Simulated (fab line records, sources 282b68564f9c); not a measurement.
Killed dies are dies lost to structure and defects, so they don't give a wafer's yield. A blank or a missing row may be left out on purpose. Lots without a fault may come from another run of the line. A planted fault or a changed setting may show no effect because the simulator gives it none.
Which tool did it? | flow rit_cmos | 7 lots, 21 wafers sampled, at 2 steps of a route of 202

WHAT THE GAUGES READ, wafer by wafer
RIT_M1_CD_MEAS_09: target cd 2600 nm.
lot  | measured    | on        | cd_nm (nm)
L397 | day 3 21:21 | cd_sem-02 | 2603.4 2599.8 2600.5
L399 | day 4 10:38 | cd_sem-01 | 2595.7 2597.5 2597.4
L401 | day 4 17:27 | cd_sem-02 | 2601.6 2599.8 2600.7
L403 | day 5 09:12 | cd_sem-01 | 2601.7 2602.7 2601.7
L406 | day 5 19:14 | cd_sem-02 | 2605.4 2604.8 2604.5
L408 | day 6 11:12 | cd_sem-02 | 2608.2 2609.6 2609.1
L411 | day 6 21:14 | cd_sem-01 | 2600.1 2602.2 2602.1

WHICH TOOL RAN EACH LOT (tool, then ch and the chambers of the sampled wafers, then the start)
lot  | RIT_M1_COAT_04
L397 | litho_track-01 ch 0, day 3 20:26
L399 | litho_track-04 ch 0, day 4 09:47
L401 | litho_track-02 ch 0, day 4 16:43
L403 | litho_track-01 ch 0, day 5 08:20
L406 | litho_track-01 ch 0, day 5 18:31
L408 | litho_track-01 ch 0, day 6 10:28
L411 | litho_track-02 ch 0, day 6 20:23
- RIT_M1_COAT_04: resist thk 1300 nm.

THE ANSWER, worked out from the rows above alone
Rule: what is usual is taken from the lots themselves. Put in order of their means at a reading, lots are off if they are a third of the lots or fewer, leave a main group of 4 or more, and stand apart from it by a gap of 3 or more times the standard deviation of the main group's means; of several such gaps the widest counts. A main group whose means are all the same, to the digits that the tables above print for the reading, isn't used. A lot without any number at a reading at which 4 lots or more have one is off too. The other lots that the step has rows for count as sound.
No lot is off at any reading shown: from this, nothing can be told.

WHAT THE SIMULATOR HAD PUT IN
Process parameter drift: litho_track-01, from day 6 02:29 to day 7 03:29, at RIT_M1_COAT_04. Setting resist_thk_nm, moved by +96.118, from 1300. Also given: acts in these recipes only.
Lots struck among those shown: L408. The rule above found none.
